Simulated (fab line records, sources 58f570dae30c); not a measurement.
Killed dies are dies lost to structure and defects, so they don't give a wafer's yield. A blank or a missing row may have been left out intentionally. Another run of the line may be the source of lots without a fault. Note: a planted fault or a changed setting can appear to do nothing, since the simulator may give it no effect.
Matching of chambers	flow berkeley_cmos170	UCB170_ZERO_ETCH_06 on rie_diel-02: 4 sister chambers
The step etches SiO2 in CHF3/CF4/Ar, time 12 s. 14 wafers are shown with their chamber, then 7 later ones without.

== WAFERS PAIRED WITH THEIR CHAMBERS ==
wafer	chamber	drypump_motor_current_A (A)	throttle_valve_pct (%)	oes_product_au (a.u.)
L331.2	0	4.7	9.15	0.613
L331.4	3	6.3	9.12	0.618
L331.5	1	5.1	9.11	0.639
L335.1	3	6.3	9.13	0.609
L335.3	1	5.1	9.14	0.635
L335.5	0	4.8	9.16	0.617
L336.2	3	6.2	9.14	0.612
L336.4	1	5.1	9.11	0.633
L336.5	2	5.2	9.06	0.634
L337.2	0	4.7	9.17	0.614
L337.5	1	5.1	9.12	0.637
L337.6	2	5.2	9.07	0.622
L340.1	3	6.3	9.12	0.612
L340.2	0	4.7	9.13	0.603

SIGNATURES (means of the wafers above)
reading	chamber 0	chamber 1	chamber 2	chamber 3	scatter within a chamber
drypump_motor_current_A	4.725	5.100	5.200	6.275	0.0387
throttle_valve_pct	9.1525	9.1200	9.0650	9.1275	0.0134
oes_product_au	0.61175	0.63600	0.62800	0.61275	0.00495
Rule: distance of a wafer from a chamber = root of the sum over the readings of ((wafer's reading minus chamber's mean) / reading's scatter) squared. If the next closest chamber is less than 2 further off than the closest, the wafer can't be placed; otherwise it belongs to the closest. How the scatter is found: for the shown wafers, subtract from each reading the mean of its chamber, square and add these, divide the total by (wafers less chambers), then take the root.

== WAFERS WHOSE CHAMBER IS MISSING ==
wafer	drypump_motor_current_A (A)	throttle_valve_pct (%)	oes_product_au (a.u.)
L340.3	5.2	9.06	0.632
L346.2	5.2	9.06	0.632
L346.3	5.1	9.12	0.635
L346.4	4.7	9.16	0.610
L348.1	5.2	9.07	0.623
L348.3	5.1	9.13	0.637
L348.6	4.7	9.17	0.616

== WHICH CHAMBER EACH ONE RAN IN ==
wafer	from the rows above	in truth
L340.3	2	2
L346.2	2	2
L346.3	1	1
L346.4	0	0
L348.1	2	2
L348.3	1	1
L348.6	0	0
7 of 7 placed correctly. Number that these rows cannot place: 0. Placed wrongly: 0.
